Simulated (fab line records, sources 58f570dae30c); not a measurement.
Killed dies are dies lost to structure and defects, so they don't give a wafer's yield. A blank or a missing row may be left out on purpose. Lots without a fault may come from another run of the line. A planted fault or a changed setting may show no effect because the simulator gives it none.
Which tool did it? | flow berkeley_cmos170 | 14 lots, 42 wafers sampled, at 4 steps of a route of 331

WHAT THE GAUGES READ, wafer by wafer
UCB170_START_THK_MEAS_03.
lot  | measured    | on            | START_OXIDE_THK (nm)
L693 | day 2 03:20 | film_metro-04 | 19.7 20.0 20.2
L694 | day 2 03:20 | film_metro-02 | 19.9 19.9 19.8
L696 | day 2 17:31 | film_metro-02 | 19.1 19.6 19.6
L701 | day 3 18:02 | film_metro-04 | 21.4 21.3 21.2
L702 | day 4 00:14 | film_metro-03 | 19.7 19.9 19.9
L704 | day 4 09:32 | film_metro-04 | 19.6 19.7 19.8
L705 | day 4 14:20 | film_metro-03 | 19.7 20.0 19.8
L706 | day 4 17:58 | film_metro-03 | 20.0 20.1 19.9
L707 | day 5 00:42 | film_metro-03 | 20.0 20.3 19.9
L709 | day 5 10:22 | film_metro-02 | 20.5 20.5 20.5
L710 | day 5 16:07 | film_metro-03 | 20.3 20.5 20.4
L711 | day 5 16:07 | film_metro-04 | 20.1 20.5 20.4
L713 | day 6 05:43 | film_metro-03 | 20.3 19.8 19.8
L714 | day 6 14:48 | film_metro-03 | 20.3 20.2 20.1

UCB170_V2_CD_MEAS_90: target cd 700 nm.
lot  | measured     | on        | cd_nm (nm)
L693 | day 9 22:14  | cd_sem-01 | 696.1 693.5 696.3
L694 | day 9 21:41  | cd_sem-01 | 700.7 700.9 701.4
L696 | day 10 00:43 | cd_sem-02 | 698.2 700.2 699.7
L701 | day 11 08:28 | cd_sem-02 | 701.7 701.7 699.6
L702 | day 11 11:35 | cd_sem-02 | 699.9 697.9 699.2
L704 | day 11 14:45 | cd_sem-02 | 699.3 698.2 699.3
L705 | day 11 15:19 | cd_sem-02 | 701.3 702.9 699.9
L706 | day 11 13:39 | cd_sem-01 | 699.9 700.6 701.4
L707 | day 12 18:25 | cd_sem-01 | 699.0 699.6 700.9
L709 | day 12 18:19 | cd_sem-02 | 700.6 700.6 700.7
L710 | day 13 04:12 | cd_sem-01 | 700.2 699.1 698.9
L711 | day 13 09:17 | cd_sem-01 | 697.3 697.5 699.1
L713 | day 13 16:09 | cd_sem-01 | 698.5 699.4 698.8
L714 | day 14 07:44 | cd_sem-02 | 699.6 700.4 700.0

WHICH TOOL RAN EACH LOT (tool, then ch and the chambers of the sampled wafers, then the start)
lot  | UCB170_NLDD_EXPOSE_03             | UCB170_M2_STRIP_07
L693 | krf_scanner-02 ch 0, day 8 09:52  | plasma_asher-04 ch 0,1, day 9 17:32
L694 | krf_scanner-01 ch 0, day 8 10:48  | plasma_asher-01 ch 0, day 9 16:04
L696 | krf_scanner-02 ch 0, day 8 10:22  | plasma_asher-03 ch 0,1, day 9 19:46
L701 | krf_scanner-01, day 9 16:05       | plasma_asher-03 ch 0,1, day 11 01:07
L702 | krf_scanner-01, day 10 05:47      | plasma_asher-03 ch 0,1, day 11 06:46
L704 | krf_scanner-01 ch 0, day 10 06:31 | plasma_asher-03 ch 0,1, day 11 10:34
L705 | krf_scanner-02 ch 0, day 10 06:48 | plasma_asher-01 ch 0,1, day 11 11:01
L706 | krf_scanner-02 ch 0, day 10 06:07 | plasma_asher-04 ch 0,1, day 11 08:54
L707 | krf_scanner-01 ch 0, day 11 07:20 | plasma_asher-04 ch 1, day 12 10:59
L709 | krf_scanner-01 ch 0, day 11 08:31 | plasma_asher-01 ch 0,1, day 12 09:35
L710 | krf_scanner-02 ch 0, day 11 21:07 | plasma_asher-04 ch 0,1, day 12 23:59
L711 | krf_scanner-01 ch 0, day 11 21:27 | plasma_asher-01 ch 0,1, day 13 03:52
L713 | krf_scanner-02 ch 0, day 12 07:04 | plasma_asher-03 ch 0,1, day 13 09:35
L714 | krf_scanner-02 ch 0, day 12 19:37 | plasma_asher-01 ch 0,1, day 14 02:19
- UCB170_NLDD_EXPOSE_03: exposes mask NSELECT, target cd 1200 nm.
- UCB170_M2_STRIP_07: strips in O2.

WHAT THE TOOLS THEMSELVES READ (means of the sampled wafers that have a number; where no wafer has one, the mark that the record gives instead)
UCB170_NLDD_EXPOSE_03.
lot  | tool           | exposure_dose_mJ_cm2 | focus_offset_nm (nm)
L693 | krf_scanner-02 | 30.01                | -0.2
L694 | krf_scanner-01 | 29.99                | -0.4
L696 | krf_scanner-02 | 29.98                | 0.8
L701 | krf_scanner-01 | -                    | -
L702 | krf_scanner-01 | -                    | -
L704 | krf_scanner-01 | 30.02                | -0.0
L705 | krf_scanner-02 | 29.97                | -0.1
L706 | krf_scanner-02 | 29.99                | -0.0
L707 | krf_scanner-01 | 29.94                | -0.1
L709 | krf_scanner-01 | 29.99                | 0.0
L710 | krf_scanner-02 | 30.04                | 0.2
L711 | krf_scanner-01 | 29.96                | 0.5
L713 | krf_scanner-02 | 29.98                | 0.2
L714 | krf_scanner-02 | 29.99                | 0.5

UCB170_M2_STRIP_07.
lot  | tool            | drypump_motor_current_A (A) | oes_product_au (a.u.) | strip_time_to_endpoint_s (s)
L693 | plasma_asher-04 | 6.05                        | 0.736                 | 22.03
L694 | plasma_asher-01 | 5.95                        | 0.734                 | 21.96
L696 | plasma_asher-03 | 5.61                        | 0.735                 | 22.14
L701 | plasma_asher-03 | 5.71                        | 0.735                 | 21.96
L702 | plasma_asher-03 | 5.62                        | 0.737                 | 21.80
L704 | plasma_asher-03 | 5.72                        | 0.735                 | 22.02
L705 | plasma_asher-01 | 5.66                        | 0.735                 | 21.94
L706 | plasma_asher-04 | 6.08                        | 0.736                 | 21.94
L707 | plasma_asher-04 | 5.92                        | 0.738                 | 22.01
L709 | plasma_asher-01 | 5.67                        | 0.740                 | 21.89
L710 | plasma_asher-04 | 6.18                        | 0.738                 | 22.06
L711 | plasma_asher-01 | 5.68                        | 0.731                 | 21.96
L713 | plasma_asher-03 | 5.70                        | 0.730                 | 21.97
L714 | plasma_asher-01 | 5.66                        | 0.735                 | 22.03

THE ANSWER, worked out from the rows above alone
Rule: what is usual is taken from the lots themselves. Put in order of their means at a reading, lots are off if they are a third of the lots or fewer, leave a main group of 4 or more, and stand apart from it by a gap of 3 or more times the standard deviation of the main group's means; of several such gaps the widest counts. A main group whose means are all the same, to the digits that the tables above print for the reading, isn't used. A lot without any number at a reading at which 4 lots or more have one is off too. The other lots that the step has rows for count as sound. The gauges are gone through in route order, then the tools' own readings, and for those a lot's mean is taken as printed above. The first step at which some lot is off is used, and at that step the reading that is off furthest; a lot without a number counts as furthest.
Off: L701, L702, at UCB170_NLDD_EXPOSE_03 (exposure_dose_mJ_cm2). Without a number there: L701, L702. The main group: mean 29.99, standard deviation 0.025.
A tool fits if, at that step or a process step before it, it ran every lot that is off, and no sound lot after the first of them. None of those tried fits.

WHAT THE SIMULATOR HAD PUT IN
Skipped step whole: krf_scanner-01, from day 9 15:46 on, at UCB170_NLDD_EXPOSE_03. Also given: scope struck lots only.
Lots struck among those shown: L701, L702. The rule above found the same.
